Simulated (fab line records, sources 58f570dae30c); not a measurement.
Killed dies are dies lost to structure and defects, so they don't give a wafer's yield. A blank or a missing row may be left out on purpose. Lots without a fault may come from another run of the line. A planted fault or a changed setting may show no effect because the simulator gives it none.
Which tool did it? | flow berkeley_cmos170 | 15 lots, 45 wafers sampled, at 4 steps of a route of 331

WHAT THE GAUGES READ, wafer by wafer
UCB170_PVT_OVL_MEAS_06. Usual: PVT_OVL 2 nm, standard deviation 6.8.
lot  | measured     | on         | PVT_OVL (nm) | flag
L829 | day 6 02:35  | overlay-01 | 7 9 8        |
L832 | day 6 08:50  | overlay-01 | 7 4 -2       |
L830 | day 6 09:20  | overlay-01 | 6 5 6        |
L833 | day 6 18:58  | overlay-02 | -11 -13 -1   |
L834 | day 7 00:16  | overlay-01 | 10 0 -2      |
L835 | day 7 00:26  | overlay-02 | 6 5 2        |
L837 | day 7 10:26  | overlay-01 | -2 -10 -4    |
L836 | day 7 10:48  | overlay-01 | 7 11 5       |
L839 | day 7 17:43  | overlay-01 | 12 7 11      |
L838 | day 7 17:53  | overlay-02 | 5 3 7        |
L841 | day 8 14:28  | overlay-02 | 1 0 -2       |
L844 | day 9 01:28  | overlay-01 | 3 -2 12      |
L843 | day 9 02:27  | overlay-02 | 2 1 3        |
L847 | day 10 00:18 | overlay-02 | -8 2 -12     |
L849 | day 10 00:31 | overlay-01 | 1 4 1        |

UCB170_V1_CD_MEAS_12: target cd 700 nm. Usual: cd_nm 700.1 nm, standard deviation 1.5.
lot  | measured     | on        | cd_nm (nm)        | flag
L829 | day 7 17:45  | cd_sem-01 | 697.5 699.6 699.0 |
L832 | day 8 05:15  | cd_sem-02 | 702.5 700.7 701.8 |
L830 | day 7 22:17  | cd_sem-01 | 701.7 700.7 701.7 |
L833 | day 8 15:05  | cd_sem-01 | 699.2 700.3 700.1 |
L834 | day 8 22:07  | cd_sem-01 | 699.9 700.6 701.3 |
L835 | day 8 22:22  | cd_sem-02 | 701.2 702.3 700.7 |
L837 | day 9 02:27  | cd_sem-01 | 699.0 698.8 699.2 |
L836 | day 9 02:43  | cd_sem-02 | 700.3 700.5 698.4 |
L839 | day 9 14:17  | cd_sem-02 | 698.7 700.2 699.7 |
L838 | day 9 13:40  | cd_sem-01 | 696.4 698.4 698.1 |
L841 | day 10 08:27 | cd_sem-02 | 700.8 702.1 700.9 |
L844 | day 10 19:08 | cd_sem-02 | 693.4 694.6 695.0 | OFF
L843 | day 10 18:14 | cd_sem-01 | 694.2 694.0 693.4 | OFF
L847 | day 11 18:46 | cd_sem-01 | 702.1 701.8 701.8 |
L849 | day 11 18:21 | cd_sem-01 | 695.0 693.2 694.6 | OFF

WHICH TOOL RAN EACH LOT (tool, then ch and the chambers of the sampled wafers, then the start)
lot  | UCB170_CONTACT_STRIP_06              | UCB170_V1_COAT_07
L829 | plasma_asher-03 ch 0,1, day 7 08:25  | litho_track-04 ch 0, day 7 16:34
L832 | plasma_asher-02 ch 0,1, day 7 14:15  | litho_track-02 ch 0, day 8 04:11
L830 | plasma_asher-03 ch 0,1, day 7 13:23  | litho_track-01 ch 0, day 7 21:24
L833 | plasma_asher-03 ch 0,1, day 8 02:26  | litho_track-02 ch 0, day 8 13:53
L834 | plasma_asher-01 ch 0,1, day 8 09:44  | litho_track-04 ch 0, day 8 21:18
L835 | plasma_asher-02 ch 0,1, day 8 10:56  | litho_track-01 ch 0, day 8 21:22
L837 | plasma_asher-03 ch 0,1, day 8 15:59  | litho_track-04 ch 0, day 9 01:32
L836 | plasma_asher-01 ch 0,1, day 8 15:55  | litho_track-02 ch 0, day 9 01:52
L839 | plasma_asher-02 ch 0,1, day 9 02:13  | litho_track-02 ch 0, day 9 13:17
L838 | plasma_asher-03 ch 0,1, day 9 01:54  | litho_track-04 ch 0, day 9 12:50
L841 | plasma_asher-03 ch 1, day 9 20:31    | litho_track-04 ch 0, day 10 07:29
L844 | plasma_asher-02 ch 0,1, day 10 08:58 | litho_track-01 ch 0, day 10 18:26
L843 | plasma_asher-02 ch 0,1, day 10 06:52 | litho_track-01 ch 0, day 10 17:33
L847 | plasma_asher-02 ch 0,1, day 11 07:53 | litho_track-04 ch 0, day 11 18:05
L849 | plasma_asher-01 ch 0,1, day 11 08:53 | litho_track-01 ch 0, day 11 17:40
- UCB170_CONTACT_STRIP_06: strips in O2.
- UCB170_V1_COAT_07: resist thk 900 nm.

WHAT THE TOOLS THEMSELVES READ (means of the sampled wafers that have a number; where no wafer has one, the mark that the record gives instead)
UCB170_CONTACT_STRIP_06. Usual: drypump_motor_current_A 5.6 A, standard deviation 0.34; o2_flow_sccm 399.9 sccm, standard deviation 1.1; oes_product_au 0.735 a.u., standard deviation 0.0046; strip_time_to_endpoint_s 21.97 s, standard deviation 0.047.
lot  | tool            | drypump_motor_current_A (A) | o2_flow_sccm (sccm) | oes_product_au (a.u.) | strip_time_to_endpoint_s (s) | flag
L829 | plasma_asher-03 | 5.4                         | 399.5               | 0.737                 | 22.01                        |
L832 | plasma_asher-02 | 5.7                         | 401.1               | 0.737                 | 21.96                        |
L830 | plasma_asher-03 | 5.5                         | 399.5               | 0.735                 | 21.94                        |
L833 | plasma_asher-03 | 5.5                         | 400.7               | 0.736                 | 21.99                        |
L834 | plasma_asher-01 | 6.1                         | 399.9               | 0.733                 | 21.98                        |
L835 | plasma_asher-02 | 5.7                         | 399.7               | 0.732                 | 21.92                        |
L837 | plasma_asher-03 | 5.4                         | 399.4               | 0.739                 | 21.98                        |
L836 | plasma_asher-01 | 5.7                         | 398.5               | 0.737                 | 21.91                        |
L839 | plasma_asher-02 | 5.8                         | 399.8               | 0.735                 | 21.95                        |
L838 | plasma_asher-03 | 5.4                         | 398.9               | 0.733                 | 22.00                        |
L841 | plasma_asher-03 | 5.4                         | 399.8               | 0.732                 | 21.91                        |
L844 | plasma_asher-02 | 5.7                         | 398.9               | 0.741                 | 21.92                        |
L843 | plasma_asher-02 | 5.7                         | 400.8               | 0.734                 | 21.96                        |
L847 | plasma_asher-02 | 5.7                         | 400.5               | 0.734                 | 22.01                        |
L849 | plasma_asher-01 | 5.7                         | 399.8               | 0.738                 | 21.99                        |

THE ANSWER, worked out from the rows above alone
Rule: a lot is off if the mean of its wafers that have a number lies more than 3 standard deviations from the usual mean. A lot without any number at a reading at which 4 lots or more have one is off too. The other lots that the step has rows for count as sound. The gauges are gone through in route order, then the tools' own readings, and for those a lot's mean is taken as printed above. The first step at which some lot is off is used, and at that step the reading that is off furthest; a lot without a number counts as furthest.
Off: L844, L843, L849, at UCB170_V1_CD_MEAS_12 (cd_nm).
A tool fits if, at a process step before that reading, it ran every lot that is off, and no sound lot after the first of them. The gauges at UCB170_V1_CD_MEAS_12 are tried like those tools. One fits: litho_track-01 at UCB170_V1_COAT_07. Its last sound lot is L835 (day 8 21:22), its first lot that is off L843 (day 10 17:33): a fault that began between those two fits.

WHAT THE SIMULATOR HAD PUT IN
Process parameter drift: litho_track-01, from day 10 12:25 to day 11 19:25, at UCB170_V1_COAT_07. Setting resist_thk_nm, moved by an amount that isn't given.
Lots struck among those shown: L844, L843, L849. The rule above found the same.
